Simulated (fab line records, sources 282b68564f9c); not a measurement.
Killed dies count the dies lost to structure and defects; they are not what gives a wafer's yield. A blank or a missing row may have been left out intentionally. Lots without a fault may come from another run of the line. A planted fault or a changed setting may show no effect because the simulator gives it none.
Comparing a struck lot with a sound one / flow rit cmos / 21 steps out of a route of 202
Sound: these wafers, L560.1, L560.4, L560.6. Struck: wafers L566.4, L566.5, L566.6. The cause comes at the end.
Order at every step that has rows: each side's tool, ch and its chambers, its first start. Under that, the readings that differ: sound wafers / struck wafers / difference of the means / sigmas: that difference in standard deviations of wafers without a fault.
alike: readings whose means differ by less than 2 such deviations, and words and numbers that are the same on both sides. not compared: withheld readings, readings that some wafer has no value for, bounds like >300 that may hide the same value, and numbers for which the record gives no deviation and whose values overlap.
Wherever a step has rows on one side only, a row that says differs or no value, or a row with sigmas, the two part there. Non-overlapping numbers with no deviation appear without sigmas and do not part them. A reading missing from all wafers of one side parts the sides only when that side holds two or more wafers.

first, 6 steps without rows for these wafers: RIT_NLDD_HMDS_00 (prime time 60 s); RIT_NLDD_COAT_01 (resist thk 1000 nm); RIT_NLDD_SOFTBAKE_02 (time 60 s); RIT_NLDD_EXPOSE_03 (exposes mask M7, target cd 40700 nm); RIT_NLDD_PEB_04; RIT_NLDD_DEVELOP_05 (develop time 50 s).
RIT_NLDD_OVL_MEAS_06:
  sound on overlay-01, day 3 14:15; struck on overlay-02, day 4 19:05
  alike: NLDD_OVL
then, 2 steps without rows for these wafers: RIT_NLDD_HARDBAKE_07 (time 60 s); RIT_NLDD_IMPLANT_08.
RIT_NLDD_STRIP_09: strips in O2, time 180 s.
  sound on plasma asher-03 ch 1, day 3 14:35; struck on plasma asher-03 ch 0,1, day 4 19:28
  alike: drypump motor current A
  not compared: rf hours counter h
RIT_NLDD_TW_MEAS_10:
  sound on film metro-01, day 3 14:46; struck on film metro-03, day 4 19:37
  alike: NLDD_TW
then, 1 step without rows for these wafers: RIT_PLDD_HMDS_00 (prime time 60 s).
RIT_PLDD_COAT_01: resist thk 1000 nm.
  sound on litho track-03 ch 0, day 3 14:59; struck on litho track-03 ch 0, day 4 19:52
reading=model.NOVOLAK_of_PLDD_COAT_01.thk nm (nm); sound=1000 995.7 998; struck=954.2 956.9 956.1; difference=-42.2; sigmas=
then, 4 steps without rows for these wafers: RIT_PLDD_SOFTBAKE_02 (time 60 s); RIT_PLDD_EXPOSE_03 (exposes mask M8, target cd 40900 nm); RIT_PLDD_PEB_04; RIT_PLDD_DEVELOP_05 (develop time 50 s).
RIT_PLDD_OVL_MEAS_06:
  sound on overlay-02, day 3 15:41; struck on overlay-01, day 4 20:31
  alike: PLDD_OVL
RIT_PLDD_HARDBAKE_07: time 60 s.
  sound on litho track-04 ch 0, day 3 15:45; struck on litho track-02 ch 0, day 4 20:36
reading=model.NOVOLAK_of_PLDD_COAT_01.thk nm (nm); sound=884.2 880 882; struck=843.7 846.1 845.4; difference=-37.0; sigmas=
following that, these wafers have no rows for 1 step: RIT_PLDD_IMPLANT_08.
RIT_M1_PROBE_99:
  rows exist in the record for the sound wafers here (prober-01, day 4 07:03), none for the struck ones

WHERE THEY PART
Only at RIT_M1_PROBE_99, as far as this record shows.

WHY: whatever the simulator had introduced
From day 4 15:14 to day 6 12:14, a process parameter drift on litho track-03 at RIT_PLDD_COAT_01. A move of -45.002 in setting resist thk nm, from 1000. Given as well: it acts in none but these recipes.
